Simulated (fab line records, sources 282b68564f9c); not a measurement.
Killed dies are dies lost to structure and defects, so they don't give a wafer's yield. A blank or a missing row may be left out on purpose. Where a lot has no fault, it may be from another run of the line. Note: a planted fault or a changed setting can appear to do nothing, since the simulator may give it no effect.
Split-lot trial | flow rit-cmos | on a route of 202 steps: 5 lots, 23 wafers read

== ON THE SPLIT ==
At RIT_M1_DEVELOP_08 (develop time 68 s), the setting develop-time-s was moved away from the recipe's 68 s on 10 of the 23 wafers read, by +4.7% to +12.6%. For the rest of the wafers, this setting stayed at what the recipe calls for.

== FROM THE SPLIT TO THE READING: what the file shows between them, 4 steps ==
- RIT_M1_CD_MEAS_09: target cd 2600 nm
- RIT_M1_HARDBAKE_11: time 120 s
- RIT_M1_STRIP_13: strips in nmp, time 600 s
- RIT_M1_STRIP_14: strips in O2, time 180 s

== THE READING ==
At RIT_M1_CD_MEAS_90: cd-nm in nanometres, against a target cd of 2600 nm. A value of 2599 nm with a standard deviation of 4 nm is what fault-free wafers of this fab line usually give.

wafer  | tool, chamber at the split | develop-time-s as run, s | against the recipe | cd-nm, nm | against lot-mates on the recipe
L075.1 | litho-track-04, 0          | 68                       | recipe             | 2601      | -
L075.2 | litho-track-04, 0          | 68                       | recipe             | 2604      | -
L075.5 | litho-track-04, 0          | 68                       | recipe             | 2601      | -
L077.2 | litho-track-04, 0          | 68                       | recipe             | 2604      | -
L077.3 | litho-track-04, 0          | 75.17                    | +10.5%             | 2594      | -9
L077.4 | litho-track-04, 0          | 68                       | recipe             | 2605      | -
L077.5 | litho-track-04, 0          | 68                       | recipe             | 2601      | -
L077.6 | litho-track-04, 0          | 75.17                    | +10.5%             | 2597      | -6
L076.1 | litho-track-04, 0          | 75.97                    | +11.7%             | 2589      | -4
L076.2 | litho-track-04, 0          | 75.97                    | +11.7%             | 2580      | -13
L076.3 | litho-track-04, 0          | 68                       | recipe             | 2593      | -
L076.4 | litho-track-04, 0          | 75.97                    | +11.7%             | 2588      | -5
L076.5 | litho-track-04, 0          | 68                       | recipe             | 2593      | -
L078.1 | litho-track-04, 0          | 68                       | recipe             | 2598      | -
L078.2 | litho-track-04, 0          | 68                       | recipe             | 2597      | -
L078.3 | litho-track-04, 0          | 71.19                    | +4.7%              | 2594      | -4
L078.5 | litho-track-04, 0          | 71.19                    | +4.7%              | 2595      | -2
L078.6 | litho-track-04, 0          | 71.19                    | +4.7%              | 2595      | -2
L085.2 | litho-track-02, 0          | 68                       | recipe             | 2594      | -
L085.3 | litho-track-02, 0          | 68                       | recipe             | 2595      | -
L085.4 | litho-track-02, 0          | 68                       | recipe             | 2593      | -
L085.5 | litho-track-02, 0          | 76.6                     | +12.6%             | 2584      | -10
L085.6 | litho-track-02, 0          | 76.6                     | +12.6%             | 2584      | -10

THE FIT
A straight line over all 23 wafers: cd-nm changes by -0.924 nm for each +1% of develop-time-s; r = -0.75; the points scatter about the line by 4.5 nm.
The same after taking each lot's own level away (the mean of its wafers on the recipe; 23 wafers): -0.708 nm for each +1%; r = -0.90; scatter 1.9 nm.
On that fit, the largest move of develop-time-s shifts the reading by 8.9 nm.
From 2593.0 to 2603.3 nm: that is the span of the lots' own levels, equal to 2.6 times the standard deviation above.
So the lot-to-lot level blurs the effect unless lot-mates are compared.
Check: with one of the wafers moved furthest among these (+12.6%) left out of the fit, the line predicts -8.67 nm for it against its lot-mates. Against them it came out at -10 nm.

== THE WHOLE CHAIN: every reading that the file lists as answering this split, in the file's order ==
step              | what it does      | reading | change (the file's fit)               | r (the file's)
RIT_M1_CD_MEAS_09 | target cd 2600 nm | cd-nm   | -0.814 nm for each +1% of the setting | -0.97
RIT_M1_CD_MEAS_90 | target cd 2600 nm | cd-nm   | -0.714 nm for each +1% of the setting | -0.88

== FILE'S OWN FIT ==
cd-nm changes by -0.714 nm for each +1% of develop-time-s, r = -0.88.
